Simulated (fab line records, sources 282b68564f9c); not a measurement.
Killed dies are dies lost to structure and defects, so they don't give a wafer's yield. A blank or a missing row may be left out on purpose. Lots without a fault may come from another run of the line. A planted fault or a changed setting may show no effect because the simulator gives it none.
One fault seen from 2 desks | flow rit_cmos | each desk has only its own numbers; what lay behind them comes last

THE METROLOGY DESK
What the gauges read, lot by lot, whatever tool the lot ran on: means of the sampled wafers that have a number. A lot is out of limits, marked OUT, if its mean lies more than 4 standard deviations from the usual mean; the brackets give that distance.
Columns: A = PLDD_OVL at RIT_PLDD_OVL_MEAS_06, usual 0.1 nm; B = PLDD_TW at RIT_PLDD_TW_MEAS_10, usual 2342; C = SPACER_NITRIDE_THK at RIT_SPACER_THK_MEAS_04, usual 250.8 nm
lot  | first seen here | A    | B    | C
L765 | day 2 23:23     | -0.4 | 2339 | 250.4
L767 | day 3 10:47     | 0.9  | 2331 | 250.2
L777 | day 5 12:33     | -0.4 | 2370 | 252.4
L778 | day 5 16:29     | 0.3  | 2315 | 251.8
L786 | day 7 12:04     | -0.5 | 2383 | 248.3
This desk's finding: nothing out of limits on any of the 5 lots.

THE TOOL OWNER'S DESK: rie_diel-02
The tool's own readings at RIT_SPACER_ETCHBACK_05 (etches Si3N4 in SF6/CHF3, stops on SiO2, target depth 250 nm, time 240 s): means of the sampled wafers that have a number, for each lot that ran on this tool. A lot is out of limits, marked OUT, if its mean lies more than 4 standard deviations from the usual mean; the brackets give that distance.
Columns: A = drypump_motor_current_A at RIT_SPACER_ETCHBACK_05, usual 6.0 A; B = oes_product_au at RIT_SPACER_ETCHBACK_05, usual 0.849 a.u.; C = throttle_valve_pct at RIT_SPACER_ETCHBACK_05, usual 10.29 %
lot  | first seen here | A   | B     | C
L765 | day 3 02:18     | 5.8 | 0.853 | 10.19
L778 | day 5 19:25     | 5.4 | 0.867 | 10.27
This desk's finding: nothing out of limits on any of the 2 lots.

PUT TOGETHER
The metrology desk saw nothing out of limits.
The tool owner's desk saw nothing out of limits.

WHAT THE SIMULATOR HAD PUT IN
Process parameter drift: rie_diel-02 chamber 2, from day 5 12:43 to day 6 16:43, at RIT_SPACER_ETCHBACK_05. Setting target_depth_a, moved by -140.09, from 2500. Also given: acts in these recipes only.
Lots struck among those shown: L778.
